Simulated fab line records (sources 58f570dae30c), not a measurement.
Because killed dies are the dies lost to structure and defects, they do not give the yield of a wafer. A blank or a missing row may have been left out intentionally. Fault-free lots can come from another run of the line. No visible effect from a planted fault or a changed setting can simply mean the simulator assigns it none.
Code-filled problem report in 8D (eight disciplines) form | flow berkeley cmos170 | the parts of the form that need people (team, actions taken, sign-off) are left out

## 1. PROBLEM STATEMENT
Mean of spin speed rpm at UCB170_V1_COAT_07: 1285.5 rpm across 6 wafers in 2 lots; on wafers with no fault it is 1500.1 rpm (standard deviation 0.83). So: -99 or more standard deviations from the usual mean.
The step: resist thk 900 nm.
First seen on wafer L966.2, day 11 11:40, on litho track-01. At this step, 42 wafers from 14 lots have a number in the record. The rule behind "out" and "out of limits": a value lying over 4 standard deviations away from the usual mean. The rest of the wafers with a number are treated as sound.

## 2. WHAT IT IS AND WHAT IT IS NOT
question                    | is                     | is not
which readings at this step | spin speed rpm         | -
which lots                  | L966, L969             | L952, L953, L954, L956, L957, L958, L959, L960, L965, L971, L972, L974
which wafers of those lots  | all that have a number | -
read on which tools         | litho track-01         | litho track-03, litho track-04
when                        | from day 11 11:40      | up to then (27 sound wafers); but 9 sound wafers of L971, L972, L974 came after

## 3. SUSPECTS, AND WHAT RULES EACH OUT
Counting: a tool at any process step up to the reading remains a suspect when it ran all the lots that are out and ran no sound lot after the first of those.
- rtp anneal-02 at UCB170_CONTACT_RTA_08 (time 10 s): ruled out as a lasting fault. Following L966 (day 11 04:45), the first lot on it that is out, the sound lots L971 were run on it.
- litho track-01 at UCB170_V1_COAT_07 (resist thk 900 nm): kept. Every lot that is out went through it, starting with L966 (day 11 11:40), and after that it ran no sound lot; the last sound lot it ran before then is L956 (day 9 21:24). On those wafers its own readings are out: spin speed rpm.
The count leaves litho track-01 at UCB170_V1_COAT_07.

## 4. THE CAUSE (what the simulator had put in)
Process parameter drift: litho track-01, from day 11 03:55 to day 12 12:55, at UCB170_V1_COAT_07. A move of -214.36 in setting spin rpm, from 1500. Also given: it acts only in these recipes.
Only this tool survived the counting.

## 5. THE EFFECT CHAIN, in route order
Rows list readings where the struck wafers' mean (over those with a number) sits beyond 3 standard deviations from the usual. Scope: only readings with a usual standard deviation given in the record; hours: median across lots of the time from each lot's start at the first step in this table that gives one to its start at this step; sigmas: change in usual standard deviations.
hours | step               | reading                  | usual      | on struck wafers | change | sigmas
0     | UCB170_V1_COAT_07  | spin speed rpm           | 1500.1 rpm | 1285.5           | -214.6 | -99 or more
1     | UCB170_V1_STRIP_15 | strip time to endpoint s | 15.26 s    | 16.96            | +1.70  | +14
It contains these process steps:
- UCB170_V1_COAT_07: resist thk 900 nm.
- UCB170_V1_STRIP_15: strips in O2.
Later measuring or inspecting steps at which every struck wafer that the step has a row for has a number for every such reading, and none has moved that far: UCB170_V1_OVL_MEAS_13.

## 6. WHAT WOULD HAVE CAUGHT IT SOONER
The fault began at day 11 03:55; the first out-of-limits reading in this record came at day 11 11:40, 8 hours later.
